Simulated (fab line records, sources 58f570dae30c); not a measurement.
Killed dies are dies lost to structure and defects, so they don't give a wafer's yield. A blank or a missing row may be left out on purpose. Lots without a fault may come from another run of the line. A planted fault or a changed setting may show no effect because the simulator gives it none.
Which tool did it? | flow berkeley_cmos170 | 14 lots, 42 wafers sampled, at 5 steps of a route of 331

WHAT THE GAUGES READ, wafer by wafer
UCB170_M1_OVL_MEAS_10.
lot  | measured     | on         | M1_OVL (nm)
L288 | day 6 15:57  | overlay-02 | 10 5 7
L289 | day 6 18:42  | overlay-02 | -8 -1 -7
L292 | day 7 14:50  | overlay-02 | -13 -10 -9
L290 | day 7 15:07  | overlay-01 | -14 -4 -9
L296 | day 7 22:05  | overlay-02 | 4 -1 1
L298 | day 8 21:12  | overlay-01 | 1 4 -1
L299 | day 8 21:29  | overlay-02 | 5 3 3
L301 | day 9 12:14  | overlay-01 | 5 1 0
L302 | day 9 18:48  | overlay-01 | 3 2 -1
L305 | day 10 00:20 | overlay-01 | -9 -9 -8
L304 | day 10 04:34 | overlay-01 | 1 0 2
L307 | day 10 17:49 | overlay-01 | 2 3 4
L308 | day 11 00:40 | overlay-02 | -5 -6 -3
L306 | day 11 01:20 | overlay-02 | -6 6 1

UCB170_V2_THK_MEAS_01.
lot  | measured     | on            | V2_TEOS_THK (nm)
L288 | day 7 01:51  | film_metro-04 | 1975 2027 1981
L289 | day 7 04:44  | film_metro-04 | 1976 2006 1989
L292 | day 8 01:47  | film_metro-04 | 1968 2006 1987
L290 | day 8 02:22  | film_metro-01 | 1990 1953 1986
L296 | day 8 06:50  | film_metro-01 | 1970 1990 2014
L298 | day 9 08:20  | film_metro-01 | 1972 2019 1971
L299 | day 9 09:20  | film_metro-04 | 1243 1217 1263
L301 | day 9 23:17  | film_metro-02 | 1240 1229 1242
L302 | day 10 09:11 | film_metro-02 | 1989 2015 2025
L305 | day 10 11:14 | film_metro-04 | 1978 1969 2018
L304 | day 10 13:57 | film_metro-02 | 1974 2010 2028
L307 | day 11 03:40 | film_metro-04 | 1969 1999 2010
L308 | day 11 13:04 | film_metro-02 | 1995 1983 1982
L306 | day 11 12:47 | film_metro-01 | 1966 1978 2005

UCB170_V2_BOW_MEAS_03.
lot  | measured     | on            | V2_BOW (um)
L288 | day 7 02:13  | film_metro-02 | 20 32 36
L289 | day 7 05:07  | film_metro-01 | 39 52 41
L292 | day 8 02:08  | film_metro-02 | 47 42 40
L290 | day 8 02:43  | film_metro-04 | 29 27 25
L296 | day 8 07:12  | film_metro-02 | 29 38 31
L298 | day 9 08:41  | film_metro-02 | 33 25 36
L299 | day 9 09:42  | film_metro-01 | 32 35 36
L301 | day 9 23:39  | film_metro-01 | 30 31 30
L302 | day 10 09:34 | film_metro-01 | 37 44 38
L305 | day 10 11:36 | film_metro-04 | 45 39 49
L304 | day 10 14:19 | film_metro-01 | 34 39 38
L307 | day 11 04:02 | film_metro-01 | 42 37 41
L308 | day 11 13:26 | film_metro-02 | 34 41 31
L306 | day 11 13:08 | film_metro-01 | 42 35 34

UCB170_M3_THK_MEAS_03: measures by xrf.
lot  | measured     | on            | M3_AL_THK (nm)
L288 | day 7 05:17  | film_metro-03 | 880 900 881
L289 | day 7 07:32  | film_metro-03 | 888 880 886
L292 | day 8 04:18  | film_metro-04 | 890 892 875
L290 | day 8 06:31  | film_metro-03 | 882 877 881
L296 | day 8 10:03  | film_metro-03 | 886 880 890
L298 | day 9 11:08  | film_metro-03 | 863 886 880
L299 | day 9 12:06  | film_metro-04 | 881 889 890
L301 | day 10 02:02 | film_metro-03 | 886 896 888
L302 | day 10 11:47 | film_metro-02 | 899 915 918
L305 | day 10 13:37 | film_metro-04 | 881 883 881
L304 | day 10 16:38 | film_metro-04 | 904 899 909
L307 | day 11 06:11 | film_metro-02 | 899 893 889
L308 | day 11 15:41 | film_metro-04 | 914 907 902
L306 | day 11 15:17 | film_metro-04 | 885 889 883

WHICH TOOL RAN EACH LOT (tool, then ch and the chambers of the sampled wafers, then the start)
lot  | UCB170_V2_CVD_00
L288 | pecvd-02 ch 0,1,2, day 7 01:41
L289 | pecvd-01 ch 0,1,2, day 7 04:34
L292 | pecvd-02 ch 0,1,2, day 8 01:38
L290 | pecvd-03 ch 0,1,2, day 8 02:13
L296 | pecvd-01 ch 0,1,2, day 8 06:41
L298 | pecvd-01 ch 0,1, day 9 08:11
L299 | pecvd-02 ch 0,1,2, day 9 09:11
L301 | pecvd-02 ch 0,2, day 9 23:08
L302 | pecvd-03 ch 0,1,2, day 10 09:01
L305 | pecvd-01 ch 0,1,2, day 10 11:04
L304 | pecvd-03 ch 0,2, day 10 13:47
L307 | pecvd-01 ch 0,2, day 11 03:29
L308 | pecvd-01 ch 0,1,2, day 11 12:54
L306 | pecvd-01 ch 1,2, day 11 12:38
- UCB170_V2_CVD_00: deposits SiO2 from TEOS/O2, target thk 2000 nm, time 250 s.

WHAT THE TOOLS THEMSELVES READ (means of the sampled wafers that have a number; where no wafer has one, the mark that the record gives instead)
UCB170_V2_CVD_00.
lot  | tool     | heater_power_w (W) | pressure_mtorr (mTorr) | run_length_s (s)
L288 | pecvd-02 | 245                | 8986                   | 277.7
L289 | pecvd-01 | 294                | 9007                   | 278.2
L292 | pecvd-02 | 242                | 9026                   | 277.8
L290 | pecvd-03 | 233                | 9013                   | 277.9
L296 | pecvd-01 | 326                | 9008                   | 277.9
L298 | pecvd-01 | 271                | 8987                   | 278.3
L299 | pecvd-02 | 257                | 8995                   | 184.4
L301 | pecvd-02 | 232                | 8994                   | 184.2
L302 | pecvd-03 | 227                | 9013                   | 277.7
L305 | pecvd-01 | 281                | 9000                   | 277.9
L304 | pecvd-03 | 199                | 8999                   | 278.0
L307 | pecvd-01 | 252                | 9007                   | 278.3
L308 | pecvd-01 | 284                | 9000                   | 277.9
L306 | pecvd-01 | 288                | 8988                   | 277.9

THE ANSWER, worked out from the rows above alone
Rule: what is usual is taken from the lots themselves. Put in order of their means at a reading, lots are off if they are a third of the lots or fewer, leave a main group of 4 or more, and stand apart from it by a gap of 3 or more times the standard deviation of the main group's means; of several such gaps the widest counts. A main group whose means are all the same, to the digits that the tables above print for the reading, isn't used. A lot without any number at a reading at which 4 lots or more have one is off too. The other lots that the step has rows for count as sound. The gauges are gone through in route order, then the tools' own readings, and for those a lot's mean is taken as printed above. The first step at which some lot is off is used, and at that step the reading that is off furthest; a lot without a number counts as furthest.
Off: L299, L301, at UCB170_V2_THK_MEAS_01 (V2_TEOS_THK). The main group: mean 1991 nm, standard deviation 8.5.
A tool fits if, at a process step before that reading, it ran every lot that is off, and no sound lot after the first of them. The gauges at UCB170_V2_THK_MEAS_01 aren't tried: what is off there is off at UCB170_V2_CVD_00 too, on other tools, and a gauge's error can't cause that. One fits: pecvd-02 at UCB170_V2_CVD_00. Its last sound lot is L292 (day 8 01:38), its first lot that is off L299 (day 9 09:11): a fault that began between those two fits.
The tool's own readings at UCB170_V2_CVD_00 bear it out: on the lots that are off they differ by more than 5 times the standard deviation of the sound lots' means. run_length_s reads 184.3 s there against 278.0 s on the sound lots.

WHAT THE SIMULATOR HAD PUT IN
Process parameter drift: pecvd-02, from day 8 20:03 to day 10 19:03, at UCB170_V2_CVD_00. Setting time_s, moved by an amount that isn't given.
Lots struck among those shown: L299, L301. The rule above found the same.
